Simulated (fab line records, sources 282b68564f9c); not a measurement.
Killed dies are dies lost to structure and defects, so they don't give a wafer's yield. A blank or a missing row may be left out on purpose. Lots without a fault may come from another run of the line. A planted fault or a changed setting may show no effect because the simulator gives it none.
One fault seen from 2 desks | flow rit_cmos | each desk has only its own numbers; what lay behind them comes last

THE METROLOGY DESK
What the gauges read, lot by lot, whatever tool the lot ran on: means of the sampled wafers that have a number. A lot is out of limits, marked OUT, if its mean lies more than 4 standard deviations from the usual mean; the brackets give that distance.
Columns: A = PWELL_OVL at RIT_PWELL_OVL_MEAS_06, usual -0.1 nm; B = PWELL_TW at RIT_PWELL_TW_MEAS_10, usual 954; C = PWELL_RS at RIT_WELLDRIVE_RS_MEAS_02, usual 429.3 ohm/sq; D = NRETRO_TW at RIT_NRETRO_TW_MEAS_10, usual 1044; E = NLDD_TW at RIT_NLDD_TW_MEAS_10, usual 2472
lot  | first seen here | A    | B              | C                       | D    | E
L939 | day 2 01:07     | -1.0 | 938            | 430.3                   | 1037 | 2457
L940 | day 2 06:41     | -0.1 | 939            | 428.9                   | 1045 | 2472
L941 | day 2 09:43     | 1.5  | 962            | 428.9                   | 1035 | 2473
L942 | day 2 14:22     | 0.1  | 968            | 429.6                   | 1043 | 2493
L943 | day 2 18:59     | -0.9 | 941            | 428.9                   | 1038 | 2452
L946 | day 3 09:52     | -1.5 | 861 (-6.2) OUT | 541.2 (+99 or more) OUT | 1034 | 2435
L947 | day 3 17:29     | -1.5 | 967            | 428.1                   | 1043 | 2468
L948 | day 3 21:26     | 0.6  | 863 (-6.1) OUT | 543.2 (+99 or more) OUT | 1033 | 2444
L953 | day 4 22:03     | -1.3 | 934            | 431.0                   | 1045 | 2453
L956 | day 5 13:27     | -0.1 | 956            | 429.3                   | 1061 | 2508
L958 | day 6 07:05     | -1.8 | 958            | 428.3                   | 1038 | 2463
L960 | day 6 12:22     | 0.7  | 967            | 427.6                   | 1036 | 2510
L961 | day 6 12:41     | 0.6  | 938            | 429.2                   | 1032 | 2471
This desk's finding: out of limits on L946, L948; first on L946, day 3 10:28 (PWELL_TW at RIT_PWELL_TW_MEAS_10). In limits: L939, L940, L941, L942, L943, L947, L953, L956, L958, L960, L961.

THE TOOL OWNER'S DESK: implanter-04
The tool's own readings at RIT_PWELL_IMPLANT_08: means of the sampled wafers that have a number, for each lot that ran on this tool. A lot is out of limits, marked OUT, if its mean lies more than 4 standard deviations from the usual mean; the brackets give that distance.
Columns: A = dose_ions_cm2 at RIT_PWELL_IMPLANT_08, usual 7e+13; B = end_station_pressure_torr at RIT_PWELL_IMPLANT_08, usual 5.18e-06 Torr; C = faraday_current_uA at RIT_PWELL_IMPLANT_08, usual 223
lot  | first seen here | A                       | B        | C
L946 | day 3 10:08     | 5e+13 (-99 or more) OUT | 5.51e-06 | 153 (-15) OUT
L948 | day 3 21:44     | 5e+13 (-99 or more) OUT | 5.35e-06 | 156 (-14) OUT
This desk's finding: out of limits on L946, L948; first on L946, day 3 10:08 (dose_ions_cm2 at RIT_PWELL_IMPLANT_08). In limits: none.

PUT TOGETHER
The tool owner's desk could have raised an alarm at day 3 10:08, on L946, L948.
The metrology desk could have raised an alarm at day 3 10:28, on L946, L948.
Of the lots named, all ran RIT_PWELL_IMPLANT_08 on implanter-04.

WHAT THE SIMULATOR HAD PUT IN
Process parameter drift: implanter-04, from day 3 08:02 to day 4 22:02, at RIT_PWELL_IMPLANT_08. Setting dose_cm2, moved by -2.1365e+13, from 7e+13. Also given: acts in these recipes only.
Lots struck among those shown: L946, L948.
Hours from the fault's start to each desk's first reading out of limits: the tool owner's desk, 2; the metrology desk, 2.
